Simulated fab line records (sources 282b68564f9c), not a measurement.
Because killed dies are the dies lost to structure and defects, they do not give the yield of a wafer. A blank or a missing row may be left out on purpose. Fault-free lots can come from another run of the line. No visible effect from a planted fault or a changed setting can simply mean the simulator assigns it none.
A lot that was struck, set against a sound lot ; flow rit-cmos ; 34 steps out of a route of 202
Sound: the wafers L122.1, L122.2, L122.6. The struck wafers were L124.1, L124.4, L124.5. The cause is named last.
Each step with rows lists, per side, the tool, then ch with its chambers, then its first start. Under that, the readings that differ: sound wafers ; struck wafers ; difference of the means ; sigmas: that difference in standard deviations of wafers without a fault.
alike: readings with means less than 2 such deviations apart, plus words and numbers identical on both sides. not compared: withheld readings, readings lacking a value on some wafer, bounds such as >300 that could conceal the same value, and numbers that have no deviation in the record and whose values overlap.
Wherever a step has rows on one side only, a row that says differs or no value, or a row with sigmas, the two part there. When numbers do not overlap yet have no deviation, they are printed without sigmas and do not part them. A reading missing from all wafers of one side parts the sides only when that side holds two or more wafers.

first, 2 steps without rows for these wafers: RIT_SPACER_CLEAN_02 (cleans in SC2, time 600 s); RIT_SPACER_CVD_03 (deposits Si3N4 from SiH2Cl2/NH3, target thk 250 nm, time 3300 s).
RIT_SPACER_THK_MEAS_04:
  struck on film-metro-02, day 6 23:17; sound on film-metro-02, day 6 13:48
  alike: SPACER_NITRIDE_THK
RIT_SPACER_ETCHBACK_05: etches Si3N4 in SF6/CHF3, stops on SiO2, target depth 250 nm, time 240 s.
  sound on rie-diel-02 ch 0,1,3, day 6 13:52; struck on rie-diel-02 ch 0,1,2, day 6 23:21
  alike: drypump-motor-current-A, oes-product-au, throttle-valve-pct
  not compared: rf-hours-counter-h
then, 6 steps without rows for these wafers: RIT_NSD_HMDS_00 (prime time 60 s); RIT_NSD_COAT_01 (resist thk 1000 nm); RIT_NSD_SOFTBAKE_02 (time 60 s); RIT_NSD_EXPOSE_03 (exposes mask M9, target cd 40700 nm); RIT_NSD_PEB_04; RIT_NSD_DEVELOP_05 (develop time 50 s).
RIT_NSD_OVL_MEAS_06:
  struck on overlay-02, day 7 00:31; sound on overlay-01, day 6 14:59
  alike: NSD_OVL
then, 1 step without rows for these wafers: RIT_NSD_HARDBAKE_07 (time 60 s).
RIT_NSD_IMPLANT_08:
  sound on implanter-03 ch 0, day 6 15:11; struck on implanter-03 ch 0, day 7 00:49
reading;sound;struck;difference;sigmas
dose-ions-cm2;1.0014e+15 1.0009e+15 1.0011e+15;9.531e+14 9.536e+14 9.549e+14;-4.727e+13;-43
RIT_NSD_STRIP_09: strips in O2, time 180 s.
  sound on plasma-asher-02 ch 0,1, day 6 15:20; struck on plasma-asher-03 ch 0, day 7 00:58
  alike: drypump-motor-current-A
  not compared: rf-hours-counter-h
RIT_NSD_TW_MEAS_10:
  struck on film-metro-01, day 7 01:09; sound on film-metro-02, day 6 15:30
reading;sound;struck;difference;sigmas
NSD_TW;3143 3127 3136;3100 3095 3086;-42;-3
then, 6 steps without rows for these wafers: RIT_PSD_HMDS_00 (prime time 60 s); RIT_PSD_COAT_01 (resist thk 1000 nm); RIT_PSD_SOFTBAKE_02 (time 60 s); RIT_PSD_EXPOSE_03 (exposes mask M10, target cd 40900 nm); RIT_PSD_PEB_04; RIT_PSD_DEVELOP_05 (develop time 50 s).
RIT_PSD_OVL_MEAS_06:
  struck on overlay-01, day 7 02:05; sound on overlay-01, day 6 16:35
  alike: PSD_OVL
then, 2 steps without rows for these wafers: RIT_PSD_HARDBAKE_07 (time 60 s); RIT_PSD_IMPLANT_08.
RIT_PSD_STRIP_09: strips in O2, time 180 s.
  sound on plasma-asher-03 ch 0,1, day 6 16:56; struck on plasma-asher-01 ch 0,1, day 7 02:34
  alike: drypump-motor-current-A
  not compared: rf-hours-counter-h
RIT_PSD_TW_MEAS_10:
  struck on film-metro-03, day 7 02:44; sound on film-metro-01, day 6 17:07
  alike: PSD_TW
then, 3 steps without rows for these wafers: RIT_SDANNEAL_CLEAN_00 (cleans in SC1, time 600 s); RIT_SDANNEAL_CLEAN_01 (cleans in dHF, time 30 s); RIT_SDANNEAL_CLEAN_02 (cleans in SC2, time 600 s).
RIT_SDANNEAL_RTA_03: time 5 s.
  sound on rtp-anneal-01 ch 0, day 6 17:33; struck on rtp-anneal-01 ch 0, day 7 03:10
  alike: ramp-up-c-per-s, wafer_temp_C_max
RIT_SDANNEAL_RS_MEAS_04: measures by four-point-probe.
  struck on film-metro-02, day 7 03:14; sound on film-metro-01, day 6 17:36
  alike: PSD_RS
RIT_SDANNEAL_RS_MEAS_05: measures by four-point-probe.
  struck on film-metro-02, day 7 03:21; sound on film-metro-01, day 6 17:43
reading;sound;struck;difference;sigmas
NSD_RS (ohm/sq);84.60 84.67 84.59;88.32 87.93 88.10;+3.50;+13
RIT_SDANNEAL_RS_MEAS_06: measures by four-point-probe.
  struck on film-metro-02, day 7 03:28; sound on film-metro-01, day 6 17:50
  alike: PLDD_RS
RIT_M1_PROBE_99:
  struck on prober-01, day 7 10:44; sound on prober-02, day 7 03:10
reading;sound;struck;difference;sigmas
model.etest.contact-nplus.end-ohm-um;43.31 42.3 41.24;43.6 44.97 44.65;+2.1;
  alike: killed-at-contacts, killed-at-front-end, killed-dies, killed-open, killed-short

== WHERE THEY PART ==
At RIT_NSD_IMPLANT_08 first; at RIT_SDANNEAL_RS_MEAS_05 last (within this record only). Later steps at which nothing parts them and some readings are alike: RIT_SDANNEAL_RS_MEAS_06, RIT_M1_PROBE_99.

WHY: whatever the simulator had introduced
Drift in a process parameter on implanter-03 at RIT_NSD_IMPLANT_08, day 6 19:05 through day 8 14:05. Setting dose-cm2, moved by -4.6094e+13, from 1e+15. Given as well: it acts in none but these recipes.
